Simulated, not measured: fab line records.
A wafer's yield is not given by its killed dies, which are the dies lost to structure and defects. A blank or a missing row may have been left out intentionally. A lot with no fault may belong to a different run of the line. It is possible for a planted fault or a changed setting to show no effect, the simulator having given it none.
Matching of chambers + flow berkeley cmos170 + rie diel-01 running UCB170_CONTACT_ETCH_17: 4 sister chambers
The step etches BARC in N2/H2. 7 wafers are shown with their chamber, then 7 later ones without.

== WAFERS, EACH WITH ITS CHAMBER ==
| wafer  | chamber | throttle valve pct (%) | oes product au (a.u.) |
|--------|---------|------------------------|-----------------------|
| L491.2 | 3       | 13.28                  | 1.000                 |
| L498.4 | 0       | 13.47                  | 1.015                 |
| L498.5 | 1       | 13.36                  | 1.021                 |
| L501.1 | 0       | 13.46                  | 1.010                 |
| L501.6 | 2       | 13.17                  | 0.991                 |
| L509.2 | 1       | 13.37                  | 1.015                 |
| L509.4 | 2       | 13.16                  | 0.983                 |

== WAFERS WHOSE CHAMBER IS MISSING ==
| wafer  | throttle valve pct (%) | oes product au (a.u.) |
|--------|------------------------|-----------------------|
| L509.6 | 13.46                  | 1.009                 |
| L510.2 | 13.16                  | 0.998                 |
| L510.3 | 13.25                  | 0.998                 |
| L510.5 | 13.28                  | 1.007                 |
| L513.1 | 13.46                  | 1.010                 |
| L513.4 | 13.38                  | 1.017                 |
| L513.6 | 13.46                  | 1.009                 |

== WHICH CHAMBER EACH ONE RAN IN ==
| wafer  | from the rows above | in truth |
|--------|---------------------|----------|
| L509.6 | 0                   | 0        |
| L510.2 | 2                   | 2        |
| L510.3 | 3                   | 3        |
| L510.5 | 3                   | 3        |
| L513.1 | 0                   | 0        |
| L513.4 | 1                   | 1        |
| L513.6 | 0                   | 0        |
7 of 7 placed correctly. Not placeable from these rows: 0. Wrongly placed: 0.
How it was worked out, from the rows above alone: a wafer's distance from a chamber is the root of the sum, over the readings, of the square of ((its reading less the chamber's mean) divided by the reading's scatter). If the next closest chamber is less than 2 further off than the closest, the wafer can't be placed; otherwise it belongs to the closest. Each chamber's mean is taken over the wafers shown for it. The scatter: take each reading less its chamber's mean, square it, sum over the shown wafers, divide by the number of wafers less the number of chambers, and take the root.
